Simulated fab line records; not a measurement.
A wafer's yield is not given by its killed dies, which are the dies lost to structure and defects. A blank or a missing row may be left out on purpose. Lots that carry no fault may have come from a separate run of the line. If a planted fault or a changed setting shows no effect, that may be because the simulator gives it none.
Split-lot study / flow berkeley_cmos170 / on a route of 331 steps: 5 lots, 23 wafers read

== SPLIT DETAILS ==
At UCB170_NSD_STRIP_09 (strips in O2), the setting power_w was moved away from the recipe's 400 W on 7 of the 23 wafers read, by -9.0% to +11.7%. For the rest of the wafers, this setting stayed at what the recipe calls for.

The split's own step is where the reading is taken.

== THE READING ==
oes_product_au, in a.u., at UCB170_NSD_STRIP_09 (strips in O2). A value of 0.534 a.u. with a standard deviation of 0.0044 a.u. is what fault-free wafers of this fab line usually give.

wafer=L074.1; tool, chamber at the split=plasma_asher-03, 1; power_w as run, W=364.1; against the recipe=-9.0%; oes_product_au, a.u.=0.513; against lot-mates on the recipe=-0.029
wafer=L074.2; tool, chamber at the split=plasma_asher-03, 0; power_w as run, W=400; against the recipe=recipe; oes_product_au, a.u.=0.542; against lot-mates on the recipe=-
wafer=L074.3; tool, chamber at the split=plasma_asher-03, 0; power_w as run, W=364.1; against the recipe=-9.0%; oes_product_au, a.u.=0.514; against lot-mates on the recipe=-0.028
wafer=L074.5; tool, chamber at the split=plasma_asher-03, 1; power_w as run, W=400; against the recipe=recipe; oes_product_au, a.u.=0.543; against lot-mates on the recipe=-
wafer=L074.6; tool, chamber at the split=plasma_asher-03, 0; power_w as run, W=364.1; against the recipe=-9.0%; oes_product_au, a.u.=0.514; against lot-mates on the recipe=-0.028
wafer=L081.1; tool, chamber at the split=plasma_asher-01, 0; power_w as run, W=400; against the recipe=recipe; oes_product_au, a.u.=0.537; against lot-mates on the recipe=-
wafer=L081.2; tool, chamber at the split=plasma_asher-01, 1; power_w as run, W=400; against the recipe=recipe; oes_product_au, a.u.=0.539; against lot-mates on the recipe=-
wafer=L081.4; tool, chamber at the split=plasma_asher-01, 0; power_w as run, W=400; against the recipe=recipe; oes_product_au, a.u.=0.530; against lot-mates on the recipe=-
wafer=L081.5; tool, chamber at the split=plasma_asher-01, 1; power_w as run, W=400; against the recipe=recipe; oes_product_au, a.u.=0.538; against lot-mates on the recipe=-
wafer=L081.6; tool, chamber at the split=plasma_asher-01, 0; power_w as run, W=400; against the recipe=recipe; oes_product_au, a.u.=0.526; against lot-mates on the recipe=-
wafer=L080.2; tool, chamber at the split=plasma_asher-01, 0; power_w as run, W=400; against the recipe=recipe; oes_product_au, a.u.=0.533; against lot-mates on the recipe=-
wafer=L080.3; tool, chamber at the split=plasma_asher-01, 0; power_w as run, W=400; against the recipe=recipe; oes_product_au, a.u.=0.535; against lot-mates on the recipe=-
wafer=L080.4; tool, chamber at the split=plasma_asher-01, 1; power_w as run, W=400; against the recipe=recipe; oes_product_au, a.u.=0.540; against lot-mates on the recipe=-
wafer=L083.2; tool, chamber at the split=plasma_asher-01, 1; power_w as run, W=437.6; against the recipe=+9.4%; oes_product_au, a.u.=0.557; against lot-mates on the recipe=+0.017
wafer=L083.3; tool, chamber at the split=plasma_asher-01, 1; power_w as run, W=400; against the recipe=recipe; oes_product_au, a.u.=0.540; against lot-mates on the recipe=-
wafer=L083.4; tool, chamber at the split=plasma_asher-01, 0; power_w as run, W=437.6; against the recipe=+9.4%; oes_product_au, a.u.=0.552; against lot-mates on the recipe=+0.012
wafer=L083.5; tool, chamber at the split=plasma_asher-01, 1; power_w as run, W=400; against the recipe=recipe; oes_product_au, a.u.=0.541; against lot-mates on the recipe=-
wafer=L083.6; tool, chamber at the split=plasma_asher-01, 0; power_w as run, W=400; against the recipe=recipe; oes_product_au, a.u.=0.539; against lot-mates on the recipe=-
wafer=L085.2; tool, chamber at the split=plasma_asher-04, 0; power_w as run, W=400; against the recipe=recipe; oes_product_au, a.u.=0.538; against lot-mates on the recipe=-
wafer=L085.3; tool, chamber at the split=plasma_asher-04, 1; power_w as run, W=446.9; against the recipe=+11.7%; oes_product_au, a.u.=0.567; against lot-mates on the recipe=+0.028
wafer=L085.4; tool, chamber at the split=plasma_asher-04, 0; power_w as run, W=446.9; against the recipe=+11.7%; oes_product_au, a.u.=0.572; against lot-mates on the recipe=+0.033
wafer=L085.5; tool, chamber at the split=plasma_asher-04, 0; power_w as run, W=400; against the recipe=recipe; oes_product_au, a.u.=0.540; against lot-mates on the recipe=-
wafer=L085.6; tool, chamber at the split=plasma_asher-04, 1; power_w as run, W=400; against the recipe=recipe; oes_product_au, a.u.=0.540; against lot-mates on the recipe=-

THE FIT
A straight line over all 23 wafers: oes_product_au changes by +0.00248 a.u. for each +1% of power_w; r = +0.95; the points scatter about the line by 0.0045 a.u.
The same after taking each lot's own level away (the mean of its wafers on the recipe; 23 wafers): +0.00257 a.u. for each +1%; r = +0.96; scatter 0.0044 a.u.
On that fit, the largest move of power_w shifts the reading by 0.03 a.u.
The lots' own levels span 0.5340 to 0.5425 a.u., that is 1.9 times the standard deviation above.
The two slopes are in agreement: the lot-to-lot level therefore moves the slope only a little.
Check: for one of the wafers moved furthest among these (+11.7%), held out of the fit, the line's prediction against its lot-mates is +0.0288 a.u. Against them it came out at +0.0277 a.u.
Tool readings at the split's step, against how far the setting was moved: oes_product_au r = +0.95; strip_time_to_endpoint_s r = -0.94.

== ADDITIONAL SPLITS CARRIED BY THESE WAFERS ==
Other splits were also applied to these wafers ahead of the reading. Each is held against what the fit with the lots' levels taken away leaves over:
other split on the same wafers=UCB170_PWELL_OXIDATION_02 ox_time_s; wafers away from the commonest value=15; r with oes_product_au (lot level and that fit taken away)=-0.33
other split on the same wafers=UCB170_PWELL_IMPLANT_15 energy_kev; wafers away from the commonest value=5; r with oes_product_au (lot level and that fit taken away)=+0.02
other split on the same wafers=UCB170_ACTIVE_EXPOSE_10 dose_mj; wafers away from the commonest value=8; r with oes_product_au (lot level and that fit taken away)=+0.04
other split on the same wafers=UCB170_PFIELD_COAT_01 resist_thk_nm; wafers away from the commonest value=10; r with oes_product_au (lot level and that fit taken away)=-0.15
other split on the same wafers=UCB170_PVT_IMPLANT_07 energy_kev; wafers away from the commonest value=8; r with oes_product_au (lot level and that fit taken away)=-0.28
other split on the same wafers=UCB170_NLDD_COAT_01 resist_thk_nm; wafers away from the commonest value=6; r with oes_product_au (lot level and that fit taken away)=+0.00
other split on the same wafers=UCB170_NLDD_IMPLANT_09 dose_cm2; wafers away from the commonest value=10; r with oes_product_au (lot level and that fit taken away)=+0.13
other split on the same wafers=UCB170_NSD_COAT_01 resist_thk_nm; wafers away from the commonest value=8; r with oes_product_au (lot level and that fit taken away)=+0.19

== THE WHOLE CHAIN: every reading that the file lists as answering this split, in the file's order ==
step=UCB170_NSD_STRIP_09; what it does=strips in O2; reading=oes_product_au; change (the file's fit)=+0.00246 a.u. for each +1% of the setting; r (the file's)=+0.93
step=UCB170_NSD_STRIP_09; what it does=strips in O2; reading=strip_time_to_endpoint_s; change (the file's fit)=withheld for each +1% of the setting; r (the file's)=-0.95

== FILE'S OWN FIT ==
oes_product_au changes by +0.00246 a.u. for each +1% of power_w, r = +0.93.
